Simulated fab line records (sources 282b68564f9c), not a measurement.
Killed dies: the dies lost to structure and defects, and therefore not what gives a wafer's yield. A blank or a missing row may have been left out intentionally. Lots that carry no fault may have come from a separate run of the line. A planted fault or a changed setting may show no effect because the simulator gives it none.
Check of tool commonality :: flow rit cmos :: Lots sampled 13, wafers sampled 39

## WHY THIS WAS OPENED
1 of 13 lots carry a flag on the reading NRETRO_TW at RIT_NRETRO_TW_MEAS_10. Fault-free wafers read 1050, with a standard deviation of 7.9.
Rule: a lot is flagged when every wafer of it that has a number lies more than 4 standard deviations from that mean, or none has a number. As for the other lots, they are considered sound.

lot: L444
measured: day 2 17:23
on: film metro-04
NRETRO_TW, wafer by wafer: 1047 1048 1047
flag: 

lot: L446
measured: day 2 23:08
on: film metro-03
NRETRO_TW, wafer by wafer: 1054 1051 1047
flag: 

lot: L447
measured: day 3 10:37
on: film metro-04
NRETRO_TW, wafer by wafer: 1037 1043 1032
flag: 

lot: L449
measured: day 3 13:25
on: film metro-01
NRETRO_TW, wafer by wafer: 1044 1050 1053
flag: 

lot: L451
measured: day 3 23:43
on: film metro-04
NRETRO_TW, wafer by wafer: 30 30 30
flag: FLAGGED

lot: L452
measured: day 4 02:52
on: film metro-03
NRETRO_TW, wafer by wafer: 1072 1062 1067
flag: 

lot: L454
measured: day 4 14:20
on: film metro-01
NRETRO_TW, wafer by wafer: 1047 1047 1045
flag: 

lot: L461
measured: day 6 01:18
on: film metro-03
NRETRO_TW, wafer by wafer: 1059 1062 1060
flag: 

lot: L462
measured: day 6 09:23
on: film metro-03
NRETRO_TW, wafer by wafer: 1059 1059 1061
flag: 

lot: L463
measured: day 6 15:07
on: film metro-01
NRETRO_TW, wafer by wafer: 1041 1039 1039
flag: 

lot: L464
measured: day 7 00:21
on: film metro-01
NRETRO_TW, wafer by wafer: 1046 1052 1048
flag: 

lot: L465
measured: day 7 05:25
on: film metro-01
NRETRO_TW, wafer by wafer: 1050 1045 1050
flag: 

lot: L466
measured: day 7 09:52
on: film metro-04
NRETRO_TW, wafer by wafer: 1042 1042 1043
flag: 
The numbers of the flagged lots are 30 on average: -1020 against the usual, or -99 or more standard deviations.

## WHICH TOOL RAN EACH LOT
The record keeps 1 process step preceding the reading, out of 202 steps on the route. Read each cell as the tool, then ch plus the chambers that the sampled wafers visited, then the start.
lot: L444
flag: 
RIT_NRETRO_EXPOSE_03: iline stepper-01 ch 0, day 2 16:22

lot: L446
flag: 
RIT_NRETRO_EXPOSE_03: iline stepper-02 ch 0, day 2 22:07

lot: L447
flag: 
RIT_NRETRO_EXPOSE_03: iline stepper-01 ch 0, day 3 09:35

lot: L449
flag: 
RIT_NRETRO_EXPOSE_03: iline stepper-01 ch 0, day 3 12:23

lot: L451
flag: FLAGGED
RIT_NRETRO_EXPOSE_03: iline stepper-02 ch 0, day 3 22:40

lot: L452
flag: 
RIT_NRETRO_EXPOSE_03: iline stepper-02 ch 0, day 4 01:40

lot: L454
flag: 
RIT_NRETRO_EXPOSE_03: iline stepper-01 ch 0, day 4 13:18

lot: L461
flag: 
RIT_NRETRO_EXPOSE_03: iline stepper-02 ch 0, day 6 00:16

lot: L462
flag: 
RIT_NRETRO_EXPOSE_03: iline stepper-02 ch 0, day 6 08:21

lot: L463
flag: 
RIT_NRETRO_EXPOSE_03: iline stepper-02 ch 0, day 6 14:05

lot: L464
flag: 
RIT_NRETRO_EXPOSE_03: iline stepper-01 ch 0, day 6 23:19

lot: L465
flag: 
RIT_NRETRO_EXPOSE_03: iline stepper-02 ch 0, day 7 04:24

lot: L466
flag: 
RIT_NRETRO_EXPOSE_03: iline stepper-02 ch 0, day 7 08:50
What the steps here do:
- RIT_NRETRO_EXPOSE_03: exposes mask M4, target cd 43900 nm.
- RIT_NRETRO_TW_MEAS_10

## FLAGGED OVER TOTAL, TOOL BY TOOL (the gauges that took the reading come last)
step: RIT_NRETRO_EXPOSE_03
tool: iline stepper-01
lots run: 5
flagged: 0
share of the flagged lots: none
sound lots run after its first flagged lot: -

step: RIT_NRETRO_EXPOSE_03
tool: iline stepper-02
lots run: 8
flagged: 1
share of the flagged lots: all
sound lots run after its first flagged lot: 6 (L452,L461,L462,L463,L465,L466)

step: RIT_NRETRO_TW_MEAS_10
tool: film metro-01
lots run: 5
flagged: 0
share of the flagged lots: none
sound lots run after its first flagged lot: -

step: RIT_NRETRO_TW_MEAS_10
tool: film metro-03
lots run: 4
flagged: 0
share of the flagged lots: none
sound lots run after its first flagged lot: -

step: RIT_NRETRO_TW_MEAS_10
tool: film metro-04
lots run: 4
flagged: 1
share of the flagged lots: all
sound lots run after its first flagged lot: 1 (L466)

## WHAT THE TABLE PERMITS
Every flagged lot went through 2 rows of the table: iline stepper-02 at RIT_NRETRO_EXPOSE_03 and film metro-04 at RIT_NRETRO_TW_MEAS_10.
- iline stepper-02 at RIT_NRETRO_EXPOSE_03: 1 of its 8 lots flagged. After the first flagged lot (L452, L461, L462, L463, L465, L466), sound lots still ran on it; a lasting fault on the whole tool would not permit that.
- film metro-04 at RIT_NRETRO_TW_MEAS_10: 1 of its 4 lots flagged. After the first flagged lot (L466), sound lots still ran on it; a lasting fault on the whole tool would not permit that.
There is no row in the table that ran each flagged lot and no sound lot after the first.

## WHAT THE SIMULATOR PUT IN
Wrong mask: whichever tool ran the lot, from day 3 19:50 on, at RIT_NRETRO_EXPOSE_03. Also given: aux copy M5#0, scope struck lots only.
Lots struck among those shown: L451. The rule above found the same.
